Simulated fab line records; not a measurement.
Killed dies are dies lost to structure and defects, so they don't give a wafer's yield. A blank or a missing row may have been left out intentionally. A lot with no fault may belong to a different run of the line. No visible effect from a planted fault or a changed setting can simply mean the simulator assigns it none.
Split-lot study -- flow rit cmos -- on a route of 202 steps: 5 lots, 23 wafers read

== ON THE SPLIT ==
At RIT_NRETRO_IMPLANT_08, the setting dose cm2 was moved away from the recipe's 1e+13 on 6 of the 23 wafers read, by +5.9% to +6.3%. All remaining wafers had this setting at the recipe value.

== FROM THE SPLIT TO THE READING: what the file shows between them, 1 step ==
- RIT_NRETRO_STRIP_09: strips in O2, time 180 s

== THE READING ==
NRETRO_TW, at RIT_NRETRO_TW_MEAS_10. A value of 1056 with a standard deviation of 5.5 is what fault-free wafers of this fab line usually give.

wafer,"tool, chamber at the split",dose cm2 as run,against the recipe,NRETRO_TW,against lot-mates on the recipe
L077.1,"implanter-01, 0",1e+13,recipe,1056,-
L077.2,"implanter-01, 0",1e+13,recipe,1052,-
L077.3,"implanter-01, 0",1.059e+13,+5.9%,1078,+23
L077.4,"implanter-01, 0",1e+13,recipe,1057,-
L077.6,"implanter-01, 0",1.059e+13,+5.9%,1079,+24
L081.2,"implanter-03, 0",1.062e+13,+6.2%,1073,+18
L081.3,"implanter-03, 0",1.062e+13,+6.2%,1077,+22
L081.4,"implanter-03, 0",1e+13,recipe,1053,-
L081.5,"implanter-03, 0",1e+13,recipe,1056,-
L081.6,"implanter-03, 0",1e+13,recipe,1056,-
L082.1,"implanter-03, 0",1e+13,recipe,1057,-
L082.2,"implanter-03, 0",1e+13,recipe,1058,-
L082.3,"implanter-03, 0",1.063e+13,+6.3%,1086,+29
L082.4,"implanter-03, 0",1.063e+13,+6.3%,1077,+20
L082.5,"implanter-03, 0",1e+13,recipe,1055,-
L084.1,"implanter-01, 0",1e+13,recipe,1057,-
L084.2,"implanter-01, 0",1e+13,recipe,1054,-
L084.3,"implanter-01, 0",1e+13,recipe,1056,-
L084.5,"implanter-01, 0",1e+13,recipe,1053,-
L084.6,"implanter-01, 0",1e+13,recipe,1051,-
L085.1,"implanter-03, 0",1e+13,recipe,1065,-
L085.2,"implanter-03, 0",1e+13,recipe,1062,-
L085.4,"implanter-03, 0",1e+13,recipe,1057,-

THE FIT
A straight line over all 23 wafers: NRETRO_TW changes by +3.61 for each +1% of dose cm2; r = +0.94; the points scatter about the line by 3.6.
The same after taking each lot's own level away (the mean of its wafers on the recipe; 23 wafers): +3.71 for each +1%; r = +0.97; scatter 2.7.
The reading moves by 23 for the largest change in dose cm2, on that fit.
The span of the lots' own levels, 1054.2 to 1061.3, comes to 1.3 times the standard deviation stated above.
The two slopes are in agreement: the lot-to-lot level therefore moves the slope only a little.
Check: for one of the wafers moved furthest among these (+6.3%), held out of the fit, the line's prediction against its lot-mates is +22.1. It came out at +29.3 against them.

== THESE WAFERS: OTHER SPLITS ==
These wafers also went through other splits before the reading. Each is held against what the fit with the lots' levels taken away leaves over:
other split on the same wafers,wafers away from the commonest value,r with NRETRO_TW (lot level and that fit taken away)
RIT_ACTIVE_DEVELOP_10 develop time s,9,-0.25
RIT_NWELL_IMPLANT_08 dose cm2,7,+0.20
RIT_PWELL_COAT_01 resist thk nm,7,-0.11
RIT_PWELL_DEVELOP_05 dev temp c,3,+0.10

== FILE'S OWN FIT ==
NRETRO_TW changes by +3.73 for each +1% of dose cm2, r = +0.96.
